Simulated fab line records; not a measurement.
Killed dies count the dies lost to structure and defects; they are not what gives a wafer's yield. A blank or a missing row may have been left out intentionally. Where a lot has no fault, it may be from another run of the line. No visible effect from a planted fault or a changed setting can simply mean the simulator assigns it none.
Chamber matching / flow berkeley_cmos170 / UCB170_ACTIVE_ETCH_15 on rie_diel-01: 4 sister chambers
The step etches Si3N4 in CH3F/Ar/O2, stops on SiO2, target depth 242 nm, time 151 s. 4 wafers are shown with their chamber, then 7 later ones without.

== EACH WAFER AND ITS CHAMBER ==
wafer=L838.2; chamber=2; drypump_motor_current_A (A)=5.3
wafer=L838.4; chamber=0; drypump_motor_current_A (A)=5.1
wafer=L841.3; chamber=1; drypump_motor_current_A (A)=4.8
wafer=L841.5; chamber=3; drypump_motor_current_A (A)=6.1

== WAFERS WHOSE CHAMBER IS MISSING ==
wafer=L841.6; drypump_motor_current_A (A)=5.1
wafer=L842.1; drypump_motor_current_A (A)=5.1
wafer=L842.4; drypump_motor_current_A (A)=5.3
wafer=L842.5; drypump_motor_current_A (A)=4.8
wafer=L845.2; drypump_motor_current_A (A)=5.1
wafer=L845.5; drypump_motor_current_A (A)=5.1
wafer=L845.6; drypump_motor_current_A (A)=4.9

== WHICH CHAMBER EACH ONE RAN IN ==
wafer=L841.6; from the rows above=0; in truth=0
wafer=L842.1; from the rows above=0; in truth=0
wafer=L842.4; from the rows above=2; in truth=2
wafer=L842.5; from the rows above=1; in truth=1
wafer=L845.2; from the rows above=0; in truth=0
wafer=L845.5; from the rows above=0; in truth=0
wafer=L845.6; from the rows above=1; in truth=1
Placed correctly: 7 of 7. Can't be placed from these rows: 0. 0 placed wrongly.
How it was worked out, from the rows above alone: a wafer's distance from a chamber is the root of the sum, over the readings, of the square of ((its reading less the chamber's mean) divided by the reading's scatter). If the next closest chamber is less than 2 further off than the closest, the wafer can't be placed; otherwise it belongs to the closest. Each chamber's mean is taken over the wafers shown for it. The scatter: root of mean squared gap, hidden wafer to nearest shown wafer, with one shown wafer a chamber.
